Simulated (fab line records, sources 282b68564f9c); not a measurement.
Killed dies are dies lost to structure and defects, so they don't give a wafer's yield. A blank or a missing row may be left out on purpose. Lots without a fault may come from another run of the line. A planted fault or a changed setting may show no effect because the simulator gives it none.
Tool commonality check | flow rit_cmos | 14 lots, 42 wafers sampled

WHY IT WAS OPENED
At RIT_REOX_THK_MEAS_04 the reading REOX_OXIDE_THK is flagged on 2 of 14 lots. Wafers without a fault read 25.3 nm, standard deviation 0.47.
Rule: a lot is flagged when every wafer of it that has a number lies more than 4 standard deviations from that mean, or none has a number. The other lots count as sound.

lot  | measured    | on            | REOX_OXIDE_THK (nm), wafer by wafer | flag
L433 | day 2 20:51 | film_metro-04 | 25.1 25.3 24.8                      |
L434 | day 3 02:55 | film_metro-04 | 24.2 24.5 24.5                      |
L435 | day 3 07:15 | film_metro-04 | 25.6 25.3 25.4                      |
L436 | day 3 11:01 | film_metro-02 | 24.3 24.8 24.4                      |
L437 | day 3 17:47 | film_metro-02 | 25.3 25.5 25.9                      |
L438 | day 3 22:05 | film_metro-01 | 25.0 25.4 25.2                      |
L439 | day 4 02:37 | film_metro-04 | 25.8 25.8 25.8                      |
L444 | day 5 01:22 | film_metro-01 | 30.6 30.7 31.1                      | FLAGGED
L445 | day 5 05:57 | film_metro-04 | 30.4 30.8 30.8                      | FLAGGED
L446 | day 5 15:05 | film_metro-04 | 24.5 24.5 24.8                      |
L450 | day 6 10:23 | film_metro-01 | 25.0 24.9 25.4                      |
L451 | day 6 12:29 | film_metro-04 | 25.6 25.8 25.8                      |
L453 | day 6 21:59 | film_metro-02 | 25.8 25.9 25.9                      |
L456 | day 7 15:57 | film_metro-01 | 24.8 25.2 24.9                      |
The numbers of the flagged lots are 30.7 nm on average: +5.4 nm against the usual, or +12 standard deviations.

WHICH TOOL RAN EACH LOT
The record holds 1 process step before the reading, out of a route of 202 steps. In each cell: the tool, then ch and the chambers that the sampled wafers went through, then the start.
lot  | flag    | RIT_REOX_OXIDATION_03
L433 |         | furnace-04 ch 0, day 2 18:18
L434 |         | furnace-04 ch 0, day 3 00:22
L435 |         | furnace-03 ch 0, day 3 04:40
L436 |         | furnace-01 ch 0, day 3 08:28
L437 |         | furnace-04 ch 0, day 3 15:13
L438 |         | furnace-04 ch 0, day 3 19:32
L439 |         | furnace-04 ch 0, day 4 00:03
L444 | FLAGGED | furnace-04 ch 0, day 4 22:49
L445 | FLAGGED | furnace-04 ch 0, day 5 03:24
L446 |         | furnace-01 ch 0, day 5 12:32
L450 |         | furnace-01 ch 0, day 6 07:49
L451 |         | furnace-03 ch 0, day 6 09:55
L453 |         | furnace-03 ch 0, day 6 19:26
L456 |         | furnace-01 ch 0, day 7 13:23
What these steps do:
- RIT_REOX_OXIDATION_03: target thk 25.2 nm, ox time 5580 s.
- RIT_REOX_THK_MEAS_04

FLAGGED OVER TOTAL, TOOL BY TOOL (the gauges that took the reading come last)
step                  | tool          | lots run | flagged | share of the flagged lots | sound lots run after its first flagged lot
RIT_REOX_OXIDATION_03 | furnace-01    | 4        | 0       | none                      | -
RIT_REOX_OXIDATION_03 | furnace-03    | 3        | 0       | none                      | -
RIT_REOX_OXIDATION_03 | furnace-04    | 7        | 2       | all                       | 0
RIT_REOX_THK_MEAS_04  | film_metro-01 | 4        | 1       | some                      | 2 (L450,L456)
RIT_REOX_THK_MEAS_04  | film_metro-02 | 3        | 0       | none                      | -
RIT_REOX_THK_MEAS_04  | film_metro-04 | 7        | 1       | some                      | 2 (L446,L451)

WHAT THE TABLE ALLOWS
1 row of the table ran every flagged lot: furnace-04 at RIT_REOX_OXIDATION_03.
- furnace-04 at RIT_REOX_OXIDATION_03: 2 of its 7 lots flagged. Its last sound lot is L439 (day 4 00:03), its first flagged lot L444 (day 4 22:49): a fault that began between those two fits. Its own readings lie more than 4 standard deviations out on every wafer of the flagged lots: spike_tc_centre_C, spike_tc_load_C, spike_tc_source_C, tube_center_temp_C, tube_center_temp_C_max.
One tool is left: furnace-04 at RIT_REOX_OXIDATION_03.

WHAT THE SIMULATOR HAD PUT IN
Process parameter drift: furnace-04, from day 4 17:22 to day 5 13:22, at RIT_REOX_OXIDATION_03. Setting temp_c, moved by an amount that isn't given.
Lots struck among those shown: L444, L445. The rule above found the same.
